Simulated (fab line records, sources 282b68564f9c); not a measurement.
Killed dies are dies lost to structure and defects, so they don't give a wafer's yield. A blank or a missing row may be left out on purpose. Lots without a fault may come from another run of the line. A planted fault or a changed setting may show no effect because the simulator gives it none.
fab line records | flow rit_cmos | part 2 of 2: steps 36 to 47 of 47
record lots=5 wafers=15 last_day=7
route steps=202 shown NWELL@37 PWELL@39 WELLDRIVE@50 NRETRO@53 PRETRO@64 GATE@75 FOX2@80
lots that met no fault: from a run of the same line without faults
start_h: hours from the record's first day to the start of the lot's first wafer shown | wait_h: hours since the lot's step before | " the same as in the row above | L1.1+2: a row that stands for several wafers | - no value, or no start given | * or withheld: withheld | < > ~ a bound
route shown NAME@n: a module of which the file shows steps, and the number in the route of the first | usual: mean/standard deviation of fault-free wafers | same: alike in all rows | chamber/n: place in a boat | sites: the reading at each site | _std_site: their standard deviation | _edge_site: outer sites' mean less inner sites' | radius_mm: how far each site lies from the wafer's centre | mask NAME#n: copy n | behind: the tool/chamber that last shaped the wafer | hold: why the lot was held/for how many hours/how that ended | device: the transistor (n, p or np) that didn't switch | end of line: the same wafers' tests at the end of the route | a step without rows: its recipe alone | killed: dies lost to structure and defects at the first sort, not the wafer's yield | map: a wafer's dies, x killed, . not, _ none there
set.NAME: the setting as run; set.NAME@STEP: as run at that earlier step | model.NAME: the simulator's own value behind a step, which no gauge read
lots at some steps of the route; a table a step, a row a wafer
services: from which hour (start_h, from the record's first day; less than 0 if before it) a tool's chamber was out of use, for how many hours, and why
## steps
# step RIT_PRETRO_IMPLANT_08
# recipe species=B energy_kev=45 dose_cm2=1.2e+13 tilt_deg=7
# usual dose_ions_cm2=1.2001e+13/1.3e+10
# columns lot.wafer tool chamber start_h wait_h dose_ions_cm2
L074.4 implanter-02 0 33.45 0.2 1.2006e+13
L074.5 " 0 " " 1.2004e+13
L074.6 " 0 " " 1.2013e+13
L076.1 implanter-01 0 43.47 0.2 1.198e+13
L076.3 " 0 " " 1.2003e+13
L076.5 " 0 " " 1.1994e+13
L080.2 implanter-03 0 66.37 0.2 1.1984e+13
L080.4 " 0 " " 1.2007e+13
L080.5 " 0 " " 1.1994e+13
L082.1 implanter-02 0 78.44 0.2 1.2009e+13
L082.3 " 0 " " 1.2014e+13
L082.5 " 0 " " 1.1988e+13
L095.2 implanter-01 0 140.77 0.2 1.2012e+13
L095.4 " 0 " " 1.2007e+13
L095.5 " 0 " " 1.2021e+13
# step RIT_PRETRO_STRIP_09
# recipe chemistry=O2 time_s=180 resist=NOVOLAK platen_temp_c=withheld power_w=500 pressure_mtorr=4000 o2_flow_sccm=4000
# usual drypump_motor_current_A=5.98/0.29 o2_flow_sccm=4000/11 rf_refl_power_W=7.0/1.2
# columns lot.wafer tool chamber start_h wait_h drypump_motor_current_A o2_flow_sccm rf_hours_counter_h rf_refl_power_W
L074.4 plasma_asher-01 0 33.58 0.1 5.56 3989 - 5.6
L074.5 " 0 " " 5.57 4022 - 5.4
L074.6 " 1 " " 6.06 3993 - 6.3
L076.1 plasma_asher-03 1 43.62 0.1 6.29 4003 44 6.2
L076.3 " 1 " " 6.28 4001 - 6.0
L076.5 " 1 " " 6.30 3987 - 5.9
L080.2 plasma_asher-01 0 66.50 0.1 5.56 4015 38 5.4
L080.4 " 0 " " 5.54 3995 - 5.6
L080.5 " 0 " " 5.58 3987 - 5.5
L082.1 plasma_asher-03 1 78.59 0.1 6.30 3991 47 5.9
L082.3 " 0 " " 5.93 4007 - 9.2
L082.5 " 1 " " 6.32 3999 - 6.0
L095.2 plasma_asher-04 1 140.89 0.1 5.59 3983 35 7.0
L095.4 " 0 " " 6.28 4009 - 8.3
L095.5 " 1 " " 5.61 4004 - 7.0
# step RIT_PRETRO_TW_MEAS_10
# usual PRETRO_TW=479/4.2
# columns lot.wafer tool chamber start_h wait_h PRETRO_TW
L074.4 film_metro-04 - 33.73 0.1 485
L074.5 " - " " 484
L074.6 " - " " 485
L076.1 film_metro-04 - 43.80 0.1 485
L076.3 " - " " 486
L076.5 " - " " 481
L080.2 film_metro-03 - 66.68 0.1 484
L080.4 " - " " 480
L080.5 " - " " 484
L082.1 film_metro-04 - 78.77 0.1 482
L082.3 " - " " 483
L082.5 " - " " 483
L095.2 film_metro-02 - 141.08 0.1 474
L095.4 " - " " 475
L095.5 " - " " 475
# step RIT_GATE_WET_ETCH_00
# recipe chemistry=BOE target=SiO2 target_depth_nm=56 time_s=60 dry=n2_spin dilution=10:1 temp_c=21.5
# columns lot.wafer tool chamber start_h wait_h
L074.4+5+6 wet_bench-04 0 33.76 0.0
L076.1+3+5 wet_bench-01 1 43.86 0.1
L080.2+4+5 wet_bench-04 3 66.73 0.0
L082.1+3+5 wet_bench-01 3 78.83 0.1
L095.2+4+5 wet_bench-04 0 141.13 0.0
# step RIT_GATE_CLEAN_01
# recipe chemistry=SC1 mix=3:3:50 time_s=600 temp_c=75
# columns lot.wafer tool chamber start_h wait_h
L074.4+5+6 wet_bench-01 3 33.79 0.0
L076.1+3+5 wet_bench-04 2 43.88 0.0
L080.2+4+5 wet_bench-01 1 66.76 0.0
L082.1+3+5 wet_bench-01 3 78.86 0.0
L095.2+4+5 wet_bench-03 3 141.15 0.0
# step RIT_GATE_CLEAN_02
# recipe chemistry=dHF dilution=50:1 time_s=30
# columns lot.wafer tool chamber start_h wait_h
L074.4+5+6 wet_bench-03 3 33.96 0.0
L076.1+3+5 wet_bench-01 1 44.23 0.0
L080.2+4+5 wet_bench-03 2 66.93 0.0
L082.1+3+5 wet_bench-04 0 79.05 0.0
L095.2+4+5 wet_bench-04 1 141.50 0.0
# step RIT_GATE_CLEAN_03
# recipe chemistry=SC2 mix=3:3:50 time_s=600 temp_c=75 dry=n2_spin
# columns lot.wafer tool chamber start_h wait_h
L074.4+5+6 wet_bench-01 2 34.00 0.0
L076.1+3+5 wet_bench-03 3 44.25 0.0
L080.2+4+5 wet_bench-04 0 66.96 0.0
L082.1+3+5 wet_bench-01 1 79.06 0.0
L095.2+4+5 wet_bench-01 3 141.52 0.0
# step RIT_GATE_CLEAN_04
# recipe chemistry=dHF dilution=50:1 time_s=60 dry=n2_spin
# columns lot.wafer tool chamber start_h wait_h
L074.4+5+6 wet_bench-01 2 34.17 0.0
L076.1+3+5 wet_bench-01 1 44.60 0.0
L080.2+4+5 wet_bench-01 0 67.14 0.0
L082.1+3+5 wet_bench-04 3 79.25 0.0
L095.2+4+5 wet_bench-03 0 141.70 0.0
# step RIT_FOX2_THK_MEAS_91
# recipe reads=SiO2_of_FOX2_OXIDATION_00
# usual FIELD_OXIDE_LEFT_2_THK=254/6.6
# columns lot.wafer tool chamber start_h wait_h FIELD_OXIDE_LEFT_2_THK[nm]
L074.4 film_metro-02 - 34.23 0.0 256
L074.5 " - " " 259
L074.6 " - " " 257
L076.1 film_metro-02 - 44.62 0.0 268
L076.3 " - " " 258
L076.5 " - " " 263
L080.2 film_metro-04 - 67.17 0.0 245
L080.4 " - " " 243
L080.5 " - " " 249
L082.1 film_metro-04 - 79.28 0.0 246
L082.3 " - " " 250
L082.5 " - " " 249
L095.2 film_metro-01 - 141.76 0.0 249
L095.4 " - " " 249
L095.5 " - " " 247
# step RIT_GATE_OXIDATION_05
# recipe temp_c=900 ambient=O2 target_thk_a=30 ox_time_s=270
# usual spike_tc_load_C=926.4/2.7
# columns lot.wafer tool chamber start_h wait_h spike_tc_load_C
L074.4 furnace-04 0 34.26 0.0 923.5
L074.5 " 0 " " 924.1
L074.6 " 0 " " 924.2
L076.1 furnace-03 0 45.91 1.3 928.5
L076.3 " 0 " " 928.5
L076.5 " 0 " " 929.2
L080.2 furnace-04 0 67.22 0.0 924.5
L080.4 " 0 " " 924.0
L080.5 " 0 " " 924.6
L082.1 furnace-04 0 80.18 0.9 924.4
L082.3 " 0 " " 922.6
L082.5 " 0 " " 924.1
L095.2 furnace-03 0 143.69 1.9 929.6
L095.4 " 0 " " 931.8
L095.5 " 0 " " 929.0
# step RIT_GATE_ANNEAL_06
# recipe temp_c=900 time_s=600 ambient=N2O
# usual spike_tc_load_C=926.7/2.3
# columns lot.wafer tool chamber start_h wait_h spike_tc_load_C
L074.4 furnace-03 0 37.79 2.5 930.3
L074.5 " 0 " " 929.5
L074.6 " 0 " " 928.3
L076.1 furnace-04 0 51.64 4.7 924.6
L076.3 " 0 " " 924.2
L076.5 " 0 " " 924.8
L080.2 furnace-03 0 68.72 0.4 931.4
L080.4 " 0 " " 929.6
L080.5 " 0 " " 928.0
L082.1 furnace-01 0 82.60 1.4 926.3
L082.3 " 0 " " 926.3
L082.5 " 0 " " 925.4
L095.2 furnace-01 0 144.77 0.0 928.3
L095.4 " 0 " " 927.1
L095.5 " 0 " " 925.3
# step RIT_GATE_THK_MEAS_07
# recipe reads=SiO2_of_GATE_OXIDATION_05
# usual GATE_OXIDE_THK=3.00/0.053
# columns lot.wafer tool chamber start_h wait_h GATE_OXIDE_THK[nm]
L074.4 film_metro-02 - 38.07 0.0 2.98
L074.5 " - " " 2.91
L074.6 " - " " 2.96
L076.1 film_metro-04 - 51.89 0.0 2.99
L076.3 " - " " 3.09
L076.5 " - " " 3.01
L080.2 film_metro-01 - 68.98 0.0 3.04
L080.4 " - " " 3.06
L080.5 " - " " 3.04
L082.1 film_metro-02 - 82.85 0.0 3.04
L082.3 " - " " 2.99
L082.5 " - " " 3.08
L095.2 film_metro-04 - 145.03 0.0 2.95
L095.4 " - " " 2.91
L095.5 " - " " 2.84
## services
# columns tool chamber start_h hours kind
implanter-02 - 2.76 1.4 repair
furnace-04 - 13.65 3.2 pm
furnace-03 - 14.81 4.5 pm
implanter-04 - 30.25 0.6 repair
iline_stepper-01 - 41.45 1.7 pm
furnace-04 - 44.90 3.0 pm
wet_bench-04 - 53.49 1.7 repair
iline_stepper-01 - 54.58 11.4 repair
implanter-02 - 59.25 0.6 repair
implanter-02 - 65.39 2.6 repair
implanter-02 - 69.90 3.0 pm
iline_stepper-02 - 77.11 1.7 pm
plasma_asher-04 - 84.26 1.3 repair
implanter-02 - 87.89 6.9 repair
plasma_asher-04 - 103.48 2.8 pm
iline_stepper-02 - 106.80 2.1 pm
wet_bench-04 - 108.73 0.5 repair
plasma_asher-01 - 108.75 9.0 pm
iline_stepper-02 - 108.88 - consumable_replace:lamp
implanter-04 - 111.99 1.2 repair
implanter-02 - 116.86 3.8 pm
implanter-03 - 118.92 0.6 repair
iline_stepper-01 - 125.10 6.2 repair
implanter-04 - 134.68 5.6 repair
